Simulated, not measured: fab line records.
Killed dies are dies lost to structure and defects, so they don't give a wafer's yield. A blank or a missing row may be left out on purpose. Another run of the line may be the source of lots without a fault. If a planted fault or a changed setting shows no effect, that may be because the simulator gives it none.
Matching of chambers | flow berkeley cmos170 | rie diel-03 running UCB170_V2_ETCH_14: 4 sister chambers
The step etches SiO2 in CHF3/CF4/Ar, stops on Al, target depth 1250 nm, time 291 s. 14 wafers are shown with their chamber, then 7 later ones without.

== EACH WAFER AND ITS CHAMBER ==
wafer  | chamber | drypump motor current A (A) | throttle valve pct (%) | oes product au (a.u.)
L079.2 | 1       | 5.8                         | 6.84                   | 0.852
L079.3 | 2       | 6.4                         | 6.78                   | 0.852
L079.6 | 1       | 5.8                         | 6.85                   | 0.849
L082.1 | 3       | 5.2                         | 7.05                   | 0.890
L082.5 | 3       | 5.2                         | 7.04                   | 0.883
L082.6 | 0       | 5.7                         | 6.96                   | 0.865
L088.2 | 0       | 5.6                         | 6.98                   | 0.868
L088.3 | 2       | 6.4                         | 6.77                   | 0.860
L088.6 | 2       | 6.4                         | 6.78                   | 0.854
L089.1 | 0       | 5.7                         | 6.96                   | 0.870
L089.2 | 1       | 5.8                         | 6.85                   | 0.848
L089.3 | 2       | 6.4                         | 6.79                   | 0.856
L091.3 | 0       | 5.7                         | 6.98                   | 0.864
L091.5 | 0       | 5.7                         | 6.97                   | 0.868

SIGNATURES (averages over the wafers above)
reading                 | chamber 0 | chamber 1 | chamber 2 | chamber 3 | scatter within a chamber
drypump motor current A | 5.680     | 5.800     | 6.400     | 5.200     | 0.0283
throttle valve pct      | 6.9700    | 6.8467    | 6.7800    | 7.0450    | 0.00847
oes product au          | 0.86700   | 0.84967   | 0.85550   | 0.88650   | 0.00304
Rule: for a wafer and a chamber, the distance is found by dividing, reading by reading, the gap between the wafer's reading and the chamber's mean by the reading's scatter, squaring, summing and taking the root. The wafer belongs to the nearest chamber; if the next one is less than 2 further off, it can't be placed. The scatter: the root of (the sum of the squares of (reading less its chamber's mean) over the shown wafers, divided by (wafers less chambers)).

== WAFERS WHOSE CHAMBER IS MISSING ==
wafer  | drypump motor current A (A) | throttle valve pct (%) | oes product au (a.u.)
L091.6 | 5.2                         | 7.05                   | 0.881
L094.2 | 5.8                         | 6.85                   | 0.851
L094.4 | 6.4                         | 6.77                   | 0.862
L094.5 | 6.4                         | 6.78                   | 0.853
L095.3 | 5.7                         | 6.96                   | 0.863
L095.5 | 5.7                         | 6.96                   | 0.868
L095.6 | 5.2                         | 7.06                   | 0.871

== CHAMBER TAKEN BY EACH ==
wafer  | from the rows above | in truth
L091.6 | 3                   | 3
L094.2 | 1                   | 1
L094.4 | 2                   | 2
L094.5 | 2                   | 2
L095.3 | 0                   | 0
L095.5 | 0                   | 0
L095.6 | 3                   | 3
7 of 7 placed correctly. Not placeable from these rows: 0. 0 placed wrongly.
